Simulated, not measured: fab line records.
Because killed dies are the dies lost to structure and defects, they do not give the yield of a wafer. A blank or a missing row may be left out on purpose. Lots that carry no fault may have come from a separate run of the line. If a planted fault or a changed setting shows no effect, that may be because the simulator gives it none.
Split-lot study ; flow rit_cmos ; 5 lots, 23 wafers read, on a route of 202 steps

THE SPLIT
At RIT_NSD_IMPLANT_08, the setting dose_cm2 was moved away from the recipe's 1e+15 on 4 of the 23 wafers read, by -2.7% to +3.4%. This setting was run at the recipe's value on the other wafers.

FROM THE SPLIT TO THE READING: what the file shows between them, 4 steps
- RIT_PSD_HARDBAKE_07: time 60 s (also split here: temp_c)
- RIT_PSD_IMPLANT_08
- RIT_PSD_STRIP_09: strips in O2, time 180 s
- RIT_SDANNEAL_RTA_03: time 5 s

THE READING
NSD_RS (ohm/sq), read at RIT_SDANNEAL_RS_MEAS_05 with a four-point probe. A value of 84.4 ohm/sq with a standard deviation of 0.4 ohm/sq is what fault-free wafers of this fab line usually give.

wafer;tool, chamber at the split;dose_cm2 as run;against the recipe;NSD_RS, ohm/sq;against lot-mates on the recipe
L074.1;implanter-03, 0;1e+15;recipe;84.6;-
L074.2;implanter-03, 0;1e+15;recipe;85.0;-
L074.3;implanter-03, 0;9.73e+14;-2.7%;86.5;+1.8
L074.4;implanter-03, 0;9.73e+14;-2.7%;86.7;+2.0
L074.5;implanter-03, 0;1e+15;recipe;84.6;-
L079.2;implanter-03, 0;1e+15;recipe;84.2;-
L079.3;implanter-03, 0;1e+15;recipe;84.8;-
L079.4;implanter-03, 0;1e+15;recipe;84.3;-
L079.5;implanter-03, 0;1e+15;recipe;84.1;-
L079.6;implanter-03, 0;1e+15;recipe;84.1;-
L080.1;implanter-03, 0;1e+15;recipe;84.3;-
L080.2;implanter-03, 0;1e+15;recipe;84.0;-
L080.3;implanter-03, 0;1e+15;recipe;84.4;-
L080.4;implanter-03, 0;1e+15;recipe;84.4;-
L080.5;implanter-03, 0;1e+15;recipe;84.5;-
L081.1;implanter-02, 0;1e+15;recipe;84.9;-
L081.2;implanter-02, 0;1.034e+15;+3.4%;82.9;-2.1
L081.3;implanter-02, 0;1e+15;recipe;85.1;-
L081.5;implanter-02, 0;1.034e+15;+3.4%;83.1;-1.9
L081.6;implanter-02, 0;1e+15;recipe;84.9;-
L082.3;implanter-03, 0;1e+15;recipe;83.9;-
L082.4;implanter-03, 0;1e+15;recipe;83.8;-
L082.6;implanter-03, 0;1e+15;recipe;83.9;-

FIT RESULTS
A straight line over all 23 wafers: NSD_RS changes by -0.572 ohm/sq for each +1% of dose_cm2; r = -0.87; the points scatter about the line by 0.44 ohm/sq.
The same after taking each lot's own level away (the mean of its wafers on the recipe; 23 wafers): -0.623 ohm/sq for each +1%; r = -0.97; scatter 0.19 ohm/sq.
That fit puts the effect of the largest move of dose_cm2 on the reading at 2.1 ohm/sq.
From 83.87 to 84.97 ohm/sq: that is the span of the lots' own levels, equal to 2.7 times the standard deviation above.
Consequently the slope shifts little with the lot-to-lot level, the two slopes agreeing.
Check: for one of the wafers moved furthest among these (+3.4%), held out of the fit, the line's prediction against its lot-mates is -2.1 ohm/sq. Against them it came out at -2.07 ohm/sq.

THESE WAFERS: OTHER SPLITS
These wafers also went through other splits before the reading. Each is held against what the fit with the lots' levels taken away leaves over:
other split on the same wafers;wafers away from the commonest value;r with NSD_RS (lot level and that fit taken away)
RIT_PSD_HARDBAKE_07 temp_c;7;-0.39

THE FILE'S OWN FIT
NSD_RS changes by -0.618 ohm/sq for each +1% of dose_cm2, r = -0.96.
